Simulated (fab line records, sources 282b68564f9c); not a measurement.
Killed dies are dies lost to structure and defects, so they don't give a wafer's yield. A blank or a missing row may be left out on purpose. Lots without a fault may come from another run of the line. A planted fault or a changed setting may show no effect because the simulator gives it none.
fab line records | flow rit_cmos
record lots=14 wafers=42 last_day=7
route steps=202 shown CONTACT@168 M1@202
lots that met no fault: from a run of the same line without faults
start_h: hours from the record's first day to the start of the lot's first wafer shown | wait_h: hours since the lot's step before | " the same as in the row above | L1.1+2: a row that stands for several wafers | - no value, or no start given | * or withheld: withheld | < > ~ a bound
route shown NAME@n: a module of which the file shows steps, and the number in the route of the first | usual: mean/standard deviation of fault-free wafers | same: alike in all rows | chamber/n: place in a boat | sites: the reading at each site | _std_site: their standard deviation | _edge_site: outer sites' mean less inner sites' | radius_mm: how far each site lies from the wafer's centre | mask NAME#n: copy n | behind: the tool/chamber that last shaped the wafer | hold: why the lot was held/for how many hours/how that ended | device: the transistor (n, p or np) that didn't switch | end of line: the same wafers' tests at the end of the route | a step without rows: its recipe alone | killed: dies lost to structure and defects at the first sort, not the wafer's yield | map: a wafer's dies, x killed, . not, _ none there
set.NAME: the setting as run; set.NAME@STEP: as run at that earlier step | model.NAME: the simulator's own value behind a step, which no gauge read
steps of the route over a sample of lots; a table a step, a row a wafer
services: from which hour (start_h, from the record's first day; less than 0 if before it) a tool's chamber was out of use, for how many hours, and why
## steps
# step RIT_CONTACT_CVD_00
# recipe material=SiO2 target_thk_nm=400 precursor=TEOS temp_c=390 time_s=61 rf_w=412.9
# usual heater_power_w=318/65 susceptor_temp_C=390.00/0.21
# columns lot.wafer tool chamber start_h wait_h heater_power_w since_wet_clean_h susceptor_temp_C
L364.1 pecvd-02 0 52.67 0.1 245 608 390.17
L364.4 " 0 " " 254 - 390.12
L364.6 " 2 " " 446 - 390.25
L367.2 pecvd-02 2 70.08 0.0 466 625 389.83
L367.4 " 1 " " 250 - 389.47
L367.6 " 2 " " 467 - 389.90
L370.1 pecvd-02 1 82.27 0.1 243 638 389.47
L370.3 " 2 " " 376 638 390.03
L370.6 " 2 " " 407 - 389.91
L371.2 pecvd-03 0 86.96 0.0 289 238 390.11
L371.3 " 2 " " 440 238 390.26
L371.5 " 0 " " 202 - 389.89
L372.2 pecvd-01 0 95.96 0.0 332 1042 389.71
L372.4 " 2 " " 373 - 389.81
L372.6 " 0 " " 364 - 389.99
L374.2 pecvd-03 1 103.94 0.0 353 255 390.05
L374.3 " 0 " " 289 255 390.16
L374.4 " 2 " " 341 - 390.26
L376.4 pecvd-02 0 117.09 0.0 239 - 390.04
L376.5 " 1 " " 302 - 390.08
L376.6 " 0 " " 248 - 390.18
L377.1 pecvd-03 1 117.46 0.1 327 268 389.61
L377.2 " 2 " " 403 268 389.91
L377.4 " 1 " " 341 - 389.72
L378.1 pecvd-01 2 121.04 0.1 378 1067 390.19
L378.4 " 2 " " 274 - 390.30
L378.6 " 1 " " 313 - 390.18
L379.3 pecvd-02 2 129.27 0.0 444 685 389.79
L379.4 " 2 " " 453 - 390.04
L379.6 " 0 " " 246 - 389.89
L382.1 pecvd-02 0 144.22 0.1 263 699 390.31
L382.4 " 2 " " 411 - 389.95
L382.5 " 0 " " 274 - 390.21
L383.3 pecvd-03 2 148.15 0.0 408 299 389.94
L383.4 " 0 " " 273 - 390.06
L383.5 " 2 " " 417 - 390.01
L384.1 pecvd-01 2 155.28 0.1 340 1101 389.79
L384.2 " 1 " " 232 1101 390.18
L384.3 " 0 " " 288 1101 389.61
L387.2 pecvd-01 1 170.89 0.0 322 1117 389.98
L387.4 " 1 " " 230 - 389.87
L387.6 " 1 " " 243 - 390.19
# step RIT_M1_PROBE_99
# usual killed_at_contacts=0.1/0.27 killed_at_front_end=6.7/2.9 killed_dies=6.7/2.9 killed_on_rim=1.8/1.4 killed_open=3.4/1.8 killed_short=3.3/2.2
# same gross_dies=264 killed_at_M0_to_M3=0 killed_at_M4_up=0 killed_at_back_side=0 killed_at_other=0
# columns lot.wafer tool chamber start_h wait_h killed_at_contacts killed_at_front_end killed_dies killed_on_rim killed_open killed_short
L379.3 prober-02 - 135.85 0.2 0 5 5 2 2 3
L379.4 prober-02 - 135.90 0.2 0 8 8 0 3 5
L379.6 prober-02 - 136.00 0.2 30 6 36 10 5 1
L382.1 prober-01 - 150.69 0.1 33 8 41 13 5 3
L382.4 prober-01 - 150.84 0.2 0 3 3 0 2 1
L382.5 prober-01 - 150.89 0.2 31 5 36 9 4 1
# killed by level:class
L379.3 FOX1:geometric_particle:short=1 FOX1:geometric_particle:open=1 FOX2:geometric_particle:short=1 SILICIDE:geometric_particle:open=1 SILICIDE:geometric_particle:short=1
L379.4 GATE:geometric_particle:short=3 SILICIDE:geometric_particle:open=2 FOX1:geometric_particle:short=1 FOX1:geometric_particle:open=1 SILICIDE:geometric_particle:short=1
L379.6 CONTACT:unspecified=30 SILICIDE:geometric_particle:open=2 FOX1:geometric_particle:open=1 GATE:geometric_particle:open=1 SPACER:geometric_particle:open=1 SILICIDE:geometric_particle:short=1
L382.1 CONTACT:unspecified=33 REOX:geometric_particle:open=3 FOX1:geometric_particle:open=2 REOX:geometric_particle:short=2 SPACER:geometric_particle:short=1
L382.4 FOX1:geometric_particle:open=1 FOX1:geometric_particle:short=1 REOX:geometric_particle:open=1
L382.5 CONTACT:unspecified=31 REOX:geometric_particle:open=2 SILICIDE:geometric_particle:open=2 SPACER:geometric_particle:short=1
## services
# columns tool chamber start_h hours kind
pecvd-02 2 107.85 11.2 repair
pecvd-02 2 121.51 5.9 repair
pecvd-01 0 156.42 16.2 repair
## key
first_sign step=RIT_M1_PROBE_99 reading=killed_at_contacts direction=up sigmas=31 usual=0.1 struck=31.3
effect step=RIT_M1_PROBE_99 reading=killed_dies direction=up sigmas=11 usual=6.7 struck=37.7
met_at RIT_CONTACT_CVD_00
struck_lots L379,L382
struck_wafers L379.6,L382.1,L382.5
tester_left_out L379,L382
onset_between 117.09 129.27
fault kind=chamber_particle_source tool=pecvd-02 chamber=0 onset_h=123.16 steps=RIT_CONTACT_CVD_00 rate_per_visit_cm2=1.3823 end_h=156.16
# tester_left_out: of these lots the tester's yield and bins aren't shown, on N5 and GAA mostly nor the transistor test; their killed dies are dies lost to structure and defects alone, not to doping, threshold or leakage, so they don't give the yield
